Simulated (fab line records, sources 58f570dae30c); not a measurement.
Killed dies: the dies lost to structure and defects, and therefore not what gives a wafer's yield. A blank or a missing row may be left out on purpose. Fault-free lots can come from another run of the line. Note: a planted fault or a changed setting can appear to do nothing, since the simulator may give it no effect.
Which of the tools did it? ; flow berkeley cmos170 ; at 1 step of a route of 331, 7 lots with 21 wafers sampled

== WHAT THE GAUGES SHOWED, per wafer ==
UCB170_NWELL_THK_MEAS_02.
lot;measured;on;NWELL_OXIDE_THK (nm)
L359;day 2 04:19;film metro-04;26.8 26.6 27.4
L361;day 2 13:43;film metro-04;26.4 27.2 27.2
L363;day 2 22:05;film metro-03;26.6 26.7 26.5
L366;day 3 14:53;film metro-03;26.7 27.0 27.2
L372;day 4 18:12;film metro-02;26.1 26.0 25.5
L375;day 5 19:50;film metro-02;26.2 26.0 26.3
L378;day 6 03:43;film metro-03;25.7 26.0 25.7

== TOOL THAT RAN EACH LOT (tool first, then ch and the chambers of the sampled wafers, then the start) ==
The record shows no process step preceding these readings.

== THE ANSWER, worked out from the rows above alone ==
Rule: the usual values come from the lots themselves. The widest of any qualifying gaps counts: lots, ordered by their means at a reading, are off when they make up no more than a third of the lots, leave a main group of 4 or more, and stand apart from it by 3 or more times the standard deviation of that group's means. Not used: any main group whose means are identical at the precision the tables above print for the reading. Also off: a lot with no number at a reading for which 4 or more lots have one. All remaining lots with rows at the step are treated as sound.
Nothing can be told from this: no lot is off at any reading shown.

== WHAT THE SIMULATOR PUT IN ==
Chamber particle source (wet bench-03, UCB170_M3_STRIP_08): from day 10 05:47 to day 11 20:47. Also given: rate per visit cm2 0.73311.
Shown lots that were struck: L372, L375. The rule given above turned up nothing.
